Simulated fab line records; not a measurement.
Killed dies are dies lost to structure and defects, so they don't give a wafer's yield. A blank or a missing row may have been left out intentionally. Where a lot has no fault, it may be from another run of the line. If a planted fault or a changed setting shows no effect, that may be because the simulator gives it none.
Chamber matching ; flow berkeley cmos170 ; UCB170_GATE_ETCH_15 on rie si-01 has 4 sister chambers
The step etches poly-Si in HBr/Cl2, stops on SiO2, time 56.3 s, target depth 278.2 nm. 16 wafers are shown with their chamber, then 8 later ones without.

## WAFERS WITH THEIR CHAMBER
wafer;chamber;throttle valve pct (%);run length s (s);oes product au (a.u.)
L712.1;3;26.78;84.6;0.823
L712.4;1;26.34;84.0;0.844
L712.6;0;26.68;85.0;0.824
L713.1;1;26.34;84.1;0.842
L713.4;2;26.31;85.1;0.850
L713.6;3;26.78;84.2;0.833
L716.3;2;26.29;84.8;0.854
L716.4;0;26.67;85.0;0.829
L716.6;2;26.29;84.9;0.849
L720.1;3;26.80;84.2;0.829
L720.5;1;26.35;84.1;0.850
L720.6;2;26.30;84.9;0.851
L725.1;0;26.67;85.2;0.820
L725.4;1;26.33;84.4;0.830
L725.5;3;26.77;84.0;0.809
L732.1;1;26.36;84.1;0.838

SIGNATURES (averages over the wafers above)
reading;chamber 0;chamber 1;chamber 2;chamber 3;scatter within a chamber
throttle valve pct;26.6733;26.3440;26.2975;26.7825;0.0106
run length s;85.067;84.140;84.925;84.250;0.172
oes product au;0.82433;0.84080;0.85100;0.82350;0.00711
Rule: for a wafer and a chamber, the distance is found by dividing, reading by reading, the gap between the wafer's reading and the chamber's mean by the reading's scatter, squaring, summing and taking the root. If the next closest chamber is less than 2 further off than the closest, the wafer can't be placed; otherwise it belongs to the closest. How the scatter is found: for the shown wafers, subtract from each reading the mean of its chamber, square and add these, divide the total by (wafers less chambers), then take the root.

## WAFERS MISSING THEIR CHAMBER
wafer;throttle valve pct (%);run length s (s);oes product au (a.u.)
L732.2;26.77;84.8;0.833
L732.4;26.66;85.7;0.820
L731.1;26.77;84.0;0.821
L731.3;26.28;84.8;0.844
L731.6;26.77;84.4;0.830
L734.1;26.78;84.1;0.831
L734.2;26.33;84.1;0.846
L734.6;26.29;84.9;0.854

## THE CHAMBER EACH PASSED THROUGH
wafer;from the rows above;in truth
L732.2;3;3
L732.4;0;0
L731.1;3;3
L731.3;2;2
L731.6;3;3
L734.1;3;3
L734.2;1;1
L734.6;2;2
8 of 8 placed correctly. Left unplaced by these rows: 0. Wrongly placed: 0.
